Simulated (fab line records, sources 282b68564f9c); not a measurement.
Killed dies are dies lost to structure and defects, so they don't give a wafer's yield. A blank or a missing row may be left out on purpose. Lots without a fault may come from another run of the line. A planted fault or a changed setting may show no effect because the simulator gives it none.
Which tool did it? | flow rit_cmos | 13 lots, 39 wafers sampled, at 4 steps of a route of 202

WHAT THE GAUGES READ, wafer by wafer
RIT_FOX2_THK_MEAS_01.
lot  | measured    | on            | FOX2_OXIDE_THK (nm)
L247 | day 1 20:03 | film_metro-02 | 359 359 363
L248 | day 2 01:17 | film_metro-04 | 353 346 357
L249 | day 2 05:46 | film_metro-01 | 357 353 360
L250 | day 2 14:13 | film_metro-04 | 362 357 359
L253 | day 3 09:07 | film_metro-02 | 310 300 307
L257 | day 3 23:47 | film_metro-02 | 310 309 310
L259 | day 4 09:02 | film_metro-01 | 365 362 368
L264 | day 5 08:22 | film_metro-04 | 363 355 359
L266 | day 5 19:17 | film_metro-01 | 351 353 346
L267 | day 5 23:53 | film_metro-02 | 349 350 345
L268 | day 6 05:56 | film_metro-04 | 355 360 354
L269 | day 6 09:49 | film_metro-04 | 348 343 349
L270 | day 6 14:21 | film_metro-01 | 348 347 357

RIT_FOX2_THK_MEAS_90.
lot  | measured    | on            | FIELD_OXIDE_LEFT_1_THK (nm)
L247 | day 1 20:55 | film_metro-04 | 331 332 336
L248 | day 2 02:13 | film_metro-01 | 326 319 330
L249 | day 2 06:43 | film_metro-01 | 329 325 332
L250 | day 2 15:10 | film_metro-04 | 334 330 331
L253 | day 3 09:59 | film_metro-01 | 282 273 280
L257 | day 4 00:39 | film_metro-01 | 283 282 283
L259 | day 4 09:55 | film_metro-04 | 339 334 341
L264 | day 5 09:14 | film_metro-01 | 335 328 332
L266 | day 5 20:10 | film_metro-04 | 324 326 319
L267 | day 6 00:46 | film_metro-02 | 323 323 318
L268 | day 6 06:49 | film_metro-01 | 327 333 327
L269 | day 6 10:41 | film_metro-04 | 320 316 322
L270 | day 6 15:14 | film_metro-01 | 321 321 330

RIT_FOX2_THK_MEAS_91.
lot  | measured    | on            | FIELD_OXIDE_LEFT_2_THK (nm)
L247 | day 2 10:18 | film_metro-01 | 263 264 268
L248 | day 2 15:35 | film_metro-01 | 257 250 262
L249 | day 2 20:56 | film_metro-02 | 262 258 265
L250 | day 3 04:38 | film_metro-02 | 266 262 264
L253 | day 3 22:35 | film_metro-04 | 215 205 212
L257 | day 4 14:26 | film_metro-01 | 214 213 215
L259 | day 4 22:26 | film_metro-04 | 270 266 273
L264 | day 5 22:34 | film_metro-02 | 267 260 263
L266 | day 6 09:54 | film_metro-01 | 255 257 250
L267 | day 6 13:13 | film_metro-01 | 255 256 251
L268 | day 6 19:23 | film_metro-02 | 259 264 258
L269 | day 7 00:07 | film_metro-04 | 253 249 254
L270 | day 7 03:20 | film_metro-01 | 252 251 261

WHICH TOOL RAN EACH LOT (tool, then ch and the chambers of the sampled wafers, then the start)
lot  | RIT_FOX2_OXIDATION_00
L247 | furnace-04 ch 0, day 1 18:44
L248 | furnace-01 ch 0, day 1 23:58
L249 | furnace-04 ch 0, day 2 04:27
L250 | furnace-01 ch 0, day 2 12:53
L253 | furnace-01 ch 0, day 3 07:48
L257 | furnace-01 ch 0, day 3 22:26
L259 | furnace-04 ch 0, day 4 07:43
L264 | furnace-04 ch 0, day 5 07:02
L266 | furnace-04 ch 0, day 5 17:57
L267 | furnace-04 ch 0, day 5 22:33
L268 | furnace-04 ch 0, day 6 04:37
L269 | furnace-04 ch 0, day 6 08:30
L270 | furnace-01 ch 0, day 6 13:02
- RIT_FOX2_OXIDATION_00: target thk 350.7 nm, ox time 1130 s.

WHAT THE TOOLS THEMSELVES READ (means of the sampled wafers that have a number; where no wafer has one, the mark that the record gives instead)
RIT_FOX2_OXIDATION_00.
lot  | tool       | spike_tc_centre_C (C) | spike_tc_load_C (C) | spike_tc_source_C (C) | tube_center_temp_C (C) | tube_center_temp_C_max
L247 | furnace-04 | 1103.2                | 1128.5              | 1125.0                | 1100                   | 1103.0
L248 | furnace-01 | 1101.1                | 1130.1              | 1124.7                | 1100                   | 1103.1
L249 | furnace-04 | 1104.5                | 1128.4              | 1124.4                | 1100                   | 1102.8
L250 | furnace-01 | 1101.4                | 1129.8              | 1125.5                | 1100                   | 1103.4
L253 | furnace-01 | 1075.5                | 1104.3              | 1100.0                | 1075                   | 1077.9
L257 | furnace-01 | 1076.0                | 1105.0              | 1100.2                | 1075                   | 1077.7
L259 | furnace-04 | 1105.0                | 1128.5              | 1125.8                | 1100                   | 1102.5
L264 | furnace-04 | 1104.3                | 1129.0              | 1124.6                | 1100                   | 1102.8
L266 | furnace-04 | 1105.5                | 1128.1              | 1125.2                | 1100                   | 1103.1
L267 | furnace-04 | 1103.6                | 1128.9              | 1125.8                | 1100                   | 1103.2
L268 | furnace-04 | 1103.8                | 1129.8              | 1124.5                | 1100                   | 1102.5
L269 | furnace-04 | 1104.0                | 1128.6              | 1125.7                | 1100                   | 1102.7
L270 | furnace-01 | 1100.6                | 1130.8              | 1125.5                | 1100                   | 1102.4

THE ANSWER, worked out from the rows above alone
Rule: what is usual is taken from the lots themselves. Put in order of their means at a reading, lots are off if they are a third of the lots or fewer, leave a main group of 4 or more, and stand apart from it by a gap of 3 or more times the standard deviation of the main group's means; of several such gaps the widest counts. A main group whose means are all the same, to the digits that the tables above print for the reading, isn't used. A lot without any number at a reading at which 4 lots or more have one is off too. The other lots that the step has rows for count as sound. The gauges are gone through in route order, then the tools' own readings, and for those a lot's mean is taken as printed above. The first step at which some lot is off is used, and at that step the reading that is off furthest; a lot without a number counts as furthest.
Off: L253, L257, at RIT_FOX2_THK_MEAS_01 (FOX2_OXIDE_THK). The main group: mean 355 nm, standard deviation 5.6.
A tool fits if, at a process step before that reading, it ran every lot that is off, and no sound lot after the first of them. The gauges at RIT_FOX2_THK_MEAS_01 aren't tried: what is off there is off at RIT_FOX2_THK_MEAS_90 too, on other tools, and a gauge's error can't cause that. None of those tried fits.

WHAT THE SIMULATOR HAD PUT IN
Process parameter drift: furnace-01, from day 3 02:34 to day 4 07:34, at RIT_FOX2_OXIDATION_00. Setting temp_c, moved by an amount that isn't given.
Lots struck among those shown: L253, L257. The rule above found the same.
